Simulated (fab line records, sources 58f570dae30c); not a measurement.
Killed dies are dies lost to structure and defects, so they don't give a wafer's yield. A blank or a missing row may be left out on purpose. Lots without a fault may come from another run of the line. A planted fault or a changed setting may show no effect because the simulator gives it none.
Which tool did it? | flow berkeley_cmos170 | 7 lots, 21 wafers sampled, at 4 steps of a route of 331

WHAT THE GAUGES READ, wafer by wafer
UCB170_M2_CD_MEAS_90: target cd 700 nm.
lot  | measured     | on        | cd_nm (nm)
L586 | day 7 16:56  | cd_sem-02 | 701.6 701.5 704.0
L589 | day 8 09:07  | cd_sem-01 | 700.0 700.0 695.9
L591 | day 8 19:44  | cd_sem-01 | 695.7 698.4 696.6
L598 | day 10 16:01 | cd_sem-01 | 675.2 675.6 673.2
L600 | day 10 15:27 | cd_sem-02 | 700.1 702.5 699.9
L605 | day 11 09:02 | cd_sem-02 | 695.4 695.3 698.0
L608 | day 12 11:13 | cd_sem-01 | 700.8 697.6 697.6

WHICH TOOL RAN EACH LOT (tool, then ch and the chambers of the sampled wafers, then the start)
lot  | UCB170_GATE_ETCH_15              | UCB170_M2_METAL_ETCH_18           | UCB170_M2_STRIP_19
L586 | rie_si-02 ch 1,2,3, day 6 07:46  | rie_metal-02 ch 0, day 7 16:28    | plasma_asher-03 ch 0,1, day 7 16:50
L589 | rie_si-02 ch 0,3, day 6 19:44    | rie_metal-04 ch 0,1, day 8 08:50  | plasma_asher-02 ch 0,1, day 8 09:01
L591 | rie_si-01 ch 0,1,2, day 7 09:29  | rie_metal-03 ch 0,1, day 8 19:27  | plasma_asher-03 ch 0,1, day 8 19:38
L598 | rie_si-01 ch 0,1,2, day 9 06:58  | rie_metal-02 ch 0,1, day 10 15:43 | plasma_asher-01 ch 0,1, day 10 15:54
L600 | rie_si-02 ch 0,1, day 9 07:16    | rie_metal-03 ch 0,1, day 10 15:10 | plasma_asher-02 ch 0,1, day 10 15:21
L605 | rie_si-02 ch 0,1, day 10 04:17   | rie_metal-04 ch 0, day 11 08:44   | plasma_asher-02 ch 1, day 11 08:56
L608 | rie_si-01 ch 0,1,3, day 11 04:36 | rie_metal-03 ch 0,1, day 12 10:56 | plasma_asher-02 ch 0,1, day 12 11:07
- UCB170_GATE_ETCH_15: etches poly-Si in HBr/Cl2, stops on SiO2, time 56.3 s, target depth 278.2 nm.
- UCB170_M2_METAL_ETCH_18: etches Al in Cl2/BCl3, stops on SiO2, target depth 1170 nm, time 195 s.
- UCB170_M2_STRIP_19: strips in O2.

THE ANSWER, worked out from the rows above alone
Rule: what is usual is taken from the lots themselves. Put in order of their means at a reading, lots are off if they are a third of the lots or fewer, leave a main group of 4 or more, and stand apart from it by a gap of 3 or more times the standard deviation of the main group's means; of several such gaps the widest counts. A main group whose means are all the same, to the digits that the tables above print for the reading, isn't used. A lot without any number at a reading at which 4 lots or more have one is off too. The other lots that the step has rows for count as sound.
Off: L598, at UCB170_M2_CD_MEAS_90 (cd_nm). The main group: mean 698.9 nm, standard deviation 2.1.
A tool fits if, at a process step before that reading, it ran every lot that is off, and no sound lot after the first of them. The gauges at UCB170_M2_CD_MEAS_90 are tried like those tools. Can't be told from this: 2 tools fit, rie_metal-02 at UCB170_M2_METAL_ETCH_18, plasma_asher-01 at UCB170_M2_STRIP_19.

WHAT THE SIMULATOR HAD PUT IN
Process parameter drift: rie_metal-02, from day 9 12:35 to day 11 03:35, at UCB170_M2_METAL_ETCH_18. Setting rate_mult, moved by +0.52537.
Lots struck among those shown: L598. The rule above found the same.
